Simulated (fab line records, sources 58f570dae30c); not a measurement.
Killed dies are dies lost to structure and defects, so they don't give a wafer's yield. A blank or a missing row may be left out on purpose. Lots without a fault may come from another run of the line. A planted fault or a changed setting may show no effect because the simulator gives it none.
One fault seen from 2 desks | flow berkeley_cmos170 | each desk has only its own numbers; what lay behind them comes last

THE TOOL OWNER'S DESK: implanter-04
The tool's own readings at UCB170_NWELL_IMPLANT_14: means of the sampled wafers that have a number, for each lot that ran on this tool. A lot is out of limits, marked OUT, if its mean lies more than 4 standard deviations from the usual mean; the brackets give that distance.
Columns: A = beam_energy_keV at UCB170_NWELL_IMPLANT_14, usual 149.99
lot  | first seen here | A
L603 | day 2 12:05     | 149.99
L604 | day 2 19:10     | 149.97
L605 | day 3 00:23     | 149.98
L615 | day 4 23:46     | 141.87 (-99 or more) OUT
L617 | day 5 09:33     | 141.77 (-99 or more) OUT
This desk's finding: out of limits on L615, L617; first on L615, day 4 23:46 (beam_energy_keV at UCB170_NWELL_IMPLANT_14). In limits: L603, L604, L605.

THE METROLOGY DESK
What the gauges read, lot by lot, whatever tool the lot ran on: means of the sampled wafers that have a number. A lot is out of limits, marked OUT, if its mean lies more than 4 standard deviations from the usual mean; the brackets give that distance.
Columns: A = NVT_TW at UCB170_NVT_TW_MEAS_09, usual 527; B = GATE_POLY_THK at UCB170_GATE_THK_MEAS_05, usual 213.3 nm
lot  | first seen here | A   | B
L603 | day 5 22:23     | 521 | 214.1
L602 | day 5 22:38     | 529 | 214.9
L606 | day 6 04:07     | 529 | 212.1
L604 | day 6 04:25     | 524 | 211.4
L605 | day 6 04:25     | 528 | 214.6
L617 | day 8 15:00     | 525 | 211.8
L615 | day 8 15:43     | 532 | 214.6
L620 | day 9 12:13     | 527 | 214.0
L622 | day 9 12:20     | 523 | 212.4
L623 | day 9 22:50     | 532 | 213.0
L624 | day 9 22:58     | 528 | 215.1
This desk's finding: nothing out of limits on any of the 11 lots.

PUT TOGETHER
The tool owner's desk could have raised an alarm at day 4 23:46, on L615, L617.
The metrology desk saw nothing out of limits.
The metrology desk has L615, L617 on record, within its limits.
Of the lots named, all ran UCB170_NWELL_IMPLANT_14 on implanter-04.

WHAT THE SIMULATOR HAD PUT IN
Process parameter drift: implanter-04, from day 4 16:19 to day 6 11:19, at UCB170_NWELL_IMPLANT_14. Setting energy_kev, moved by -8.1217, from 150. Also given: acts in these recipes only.
Lots struck among those shown: L615, L617.
Hours from the fault's start to each desk's first reading out of limits: the tool owner's desk, 7.
